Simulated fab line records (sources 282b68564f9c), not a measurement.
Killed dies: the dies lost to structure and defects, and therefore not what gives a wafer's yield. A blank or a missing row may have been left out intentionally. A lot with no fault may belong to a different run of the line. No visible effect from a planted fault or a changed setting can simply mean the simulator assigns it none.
Problem report in the 8D (eight disciplines) form, filled by code	flow rit_cmos	the parts of the form that need people (team, actions taken, sign-off) are left out

1. THE ISSUE
Wafers free of any fault read 1048 (standard deviation 5) for NRETRO_TW at RIT_NRETRO_TW_MEAS_10, against a mean of 1097 on 9 wafers of 3 lots. That is +9.8 standard deviations from the usual mean.
First observed at day 3 02:55: wafer L948.2, on film_metro-03. The record has a number at this step for 45 wafers belonging to 15 lots. By rule, "out" or "out of limits" means more than 4 standard deviations away from the usual mean. The rest of the wafers with a number are treated as sound.

2. WHAT THIS IS AND IS NOT
question	is	is not
which readings at this step	NRETRO_TW	-
which lots	L948, L949, L950	L944, L945, L946, L956, L957, L958, L962, L963, L964, L965, L966, L967
which wafers of those lots	all that have a number	-
read on which gauges	film_metro-03, film_metro-04	film_metro-02
when	from day 3 02:55	up to then (9 sound wafers); but 27 sound wafers of L956, L957, L958, L962, L963, L964, L965, L966, L967 came after

3. THE SUSPECTS, EACH WITH WHAT RULES IT OUT
Counting: a tool at any process step up to the reading remains a suspect when it ran all the lots that are out and ran no sound lot after the first of those.
- ruled out: the gauge at RIT_NRETRO_TW_MEAS_10. The wafers that are out were read on 2 gauges (film_metro-03, film_metro-04).
- implanter-02 at RIT_NRETRO_IMPLANT_08: ruled out as a lasting fault. Sound lots L965, L967 ran on it after its first lot that is out, L948 (day 3 02:36).
Left after counting: nothing in the record.

4. THE CAUSE (what the simulator had put in)
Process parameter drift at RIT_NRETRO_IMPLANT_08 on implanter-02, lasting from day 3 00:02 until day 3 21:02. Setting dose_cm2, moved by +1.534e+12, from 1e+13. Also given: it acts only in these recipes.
The count ruled it out by mistake, since the rule takes a fault to strike every lot its tool runs from the start of the fault on, and this one did not do so.

5. SEQUENCE OF EFFECTS, ordered by route
One row per reading whose mean, taken over the struck wafers that have a number, lies over 3 standard deviations from the usual. Readings are gone through only where the record gives a usual standard deviation; hours: the median, over the lots, of the time from a lot's start at the first step in this table giving one to that lot's start at this step; sigmas: the change measured in usual standard deviations.
hours	step	reading	usual	on struck wafers	change	sigmas
0	RIT_NRETRO_IMPLANT_08	dose_ions_cm2	1.0001e+13	1.1531e+13	+1.5304e+12	+99 or more
0	RIT_NRETRO_IMPLANT_08	faraday_current_uA	31.8	36.9	+5.1	+7.6
0	RIT_NRETRO_TW_MEAS_10	NRETRO_TW	1048	1097	+49	+9.8
Its process steps:
- RIT_NRETRO_IMPLANT_08
Later measuring or inspecting steps at which every struck wafer that the step has a row for has a number for every such reading, and none has moved that far: RIT_M1_BOW_MEAS_16.

6. HOW IT WOULD HAVE BEEN CAUGHT EARLIER
Counted from the fault's start at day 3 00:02, it took 3 hours until the first out-of-limits reading at a measuring or inspecting step in this record, taken at day 3 02:55.
Tool's own readings at RIT_NRETRO_IMPLANT_08, dose_ions_cm2, faraday_current_uA: out on all struck wafers the step has rows for; an alarm limit on them would have tripped on the first.
